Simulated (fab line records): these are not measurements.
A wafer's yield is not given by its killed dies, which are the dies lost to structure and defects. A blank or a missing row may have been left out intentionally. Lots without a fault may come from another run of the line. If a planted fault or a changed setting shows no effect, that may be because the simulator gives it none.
fab line records -- flow rit-cmos
record: lots: 14, wafers: 42, last-day: 7
route steps=202 shown PSD@149
lots untouched by any fault: they come from a run of this same line in which no faults occurred
start-h: start of the lot's first displayed wafer, in hours after the record's first day -- wait-h: time in hours since the lot's previous step -- " same as the row above -- L1.1+2: a single row standing in for several wafers -- - value missing, or start not given -- * or withheld: withheld -- < > ~ a bound
route shown NAME@n: NAME is a module with steps in the file, n the number in the route of the first one -- usual: mean/standard deviation taken from wafers without a fault -- same: alike in all rows -- chamber/n: place in a boat -- sites: each site's reading -- _std_site: the standard deviation of these -- _edge_site: the outer-site mean with the inner-site mean subtracted -- radius-mm: for every site, how far away it sits from the centre of the wafer -- mask NAME#n: copy n -- behind: the last tool/chamber to shape the wafer -- hold: reason for holding the lot/hours on hold/outcome of the hold -- device: the transistor (n, p or np) that didn't switch -- end of line: at the end of the route, the tests of the same wafers -- a step without rows: its recipe alone -- killed: count of dies lost to structure and defects at first sort (not the wafer's yield) -- map: per-die view of a wafer (x killed, . not killed, _ where there is no die)
set.NAME: the run value of the setting; set.NAME@STEP: its run value at that earlier step -- model.NAME: the simulator's own value behind a step, which no gauge read
one table for each step of the route and one row for each wafer, over a sample of lots
== steps ==
step: RIT_PSD_HARDBAKE_07
recipe: resist: NOVOLAK, temp-c: 140, time-s: 60
usual: exhaust-pa: 45.3/0.94, heater-power-total-W: 62.54/0.045, plate-temp-C: 139.98/0.16
lot.wafer,tool,chamber,start-h,wait-h,exhaust-pa,heater-power-total-W,plate-temp-C
L160.1,litho-track-04,0,52.31,0.0,44.7,62.61,140.17
L160.3,litho-track-04,0,52.31,0.0,45.2,62.57,140.15
L160.5,litho-track-04,0,52.31,0.0,44.7,62.55,140.41
L161.1,litho-track-03,0,54.35,0.0,43.5,62.59,140.06
L161.2,litho-track-03,0,54.35,0.0,44.0,62.55,140.02
L161.4,litho-track-03,0,54.35,0.0,44.0,62.62,140.05
L162.2,litho-track-03,0,63.71,0.0,45.0,62.52,139.84
L162.3,litho-track-03,0,63.71,0.0,46.1,62.57,139.99
L162.5,litho-track-03,0,63.71,0.0,45.2,62.55,140.12
L163.1,litho-track-04,0,65.22,0.0,45.3,62.52,140.16
L163.4,litho-track-04,0,65.22,0.0,45.5,62.55,140.09
L163.6,litho-track-04,0,65.22,0.0,44.5,62.55,140.14
L164.1,litho-track-03,0,69.16,0.0,46.2,62.60,139.95
L164.2,litho-track-03,0,69.16,0.0,47.1,62.55,139.86
L164.6,litho-track-03,0,69.16,0.0,47.1,62.55,139.82
L165.1,litho-track-02,0,77.04,0.0,46.8,62.58,139.90
L165.2,litho-track-02,0,77.04,0.0,46.6,62.54,139.62
L165.5,litho-track-02,0,77.04,0.0,47.0,62.56,139.91
L166.1,litho-track-03,0,80.12,0.0,46.6,62.51,139.94
L166.3,litho-track-03,0,80.12,0.0,45.7,62.55,140.29
L166.5,litho-track-03,0,80.12,0.0,45.3,62.54,140.02
L167.2,litho-track-03,0,84.31,0.0,45.5,62.55,140.26
L167.5,litho-track-03,0,84.31,0.0,44.7,62.56,140.36
L167.6,litho-track-03,0,84.31,0.0,44.4,62.55,140.32
L168.1,litho-track-04,0,90.72,0.0,45.0,62.59,139.80
L168.4,litho-track-04,0,90.72,0.0,45.3,62.59,139.70
L168.5,litho-track-04,0,90.72,0.0,45.1,62.46,139.72
L169.3,litho-track-04,0,93.75,0.1,44.5,62.56,139.86
L169.4,litho-track-04,0,93.75,0.1,44.3,62.51,140.12
L169.6,litho-track-04,0,93.75,0.1,43.8,62.58,139.85
L170.2,litho-track-02,0,98.01,0.0,44.9,62.56,139.96
L170.4,litho-track-02,0,98.01,0.0,46.5,62.52,139.88
L170.6,litho-track-02,0,98.01,0.0,46.4,62.49,139.80
L171.3,litho-track-03,0,107.38,0.1,45.1,62.50,139.73
L171.5,litho-track-03,0,107.38,0.1,45.4,62.55,139.94
L171.6,litho-track-03,0,107.38,0.1,44.9,62.55,139.94
L178.1,litho-track-04,0,144.16,0.0,46.2,61.83,138.55
L178.2,litho-track-04,0,144.16,0.0,44.5,61.68,138.48
L178.3,litho-track-04,0,144.16,0.0,46.3,61.72,138.47
L181.1,litho-track-04,0,153.84,0.0,45.2,61.77,138.40
L181.4,litho-track-04,0,153.84,0.0,45.0,61.80,138.42
L181.5,litho-track-04,0,153.84,0.0,45.9,61.76,138.22
== key ==
first-sign: step: RIT_PSD_HARDBAKE_07, reading: heater-power-total-W, direction: down, sigmas: 17, usual: 62.54, struck: 61.76
effect: step: RIT_PSD_HARDBAKE_07, reading: plate-temp-C, direction: down, sigmas: 9.9, usual: *, struck: *
met-at RIT_PSD_HARDBAKE_07
struck-lots L178,L181
tester-left-out L178,L181
onset-between 93.75 144.16
fault: kind: process-parameter-drift, tool: litho-track-04, chamber: -, onset-h: 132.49, steps: RIT_PSD_HARDBAKE_07, channel: temp-c, offset: *, shape: step, end-h: 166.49, acts-in: *, stated: *
tester-left-out: of these lots the tester's yield and bins aren't shown, on N5 and GAA mostly nor the transistor test; their killed dies are dies lost to structure and defects alone, not to doping, threshold or leakage, so they don't give the yield
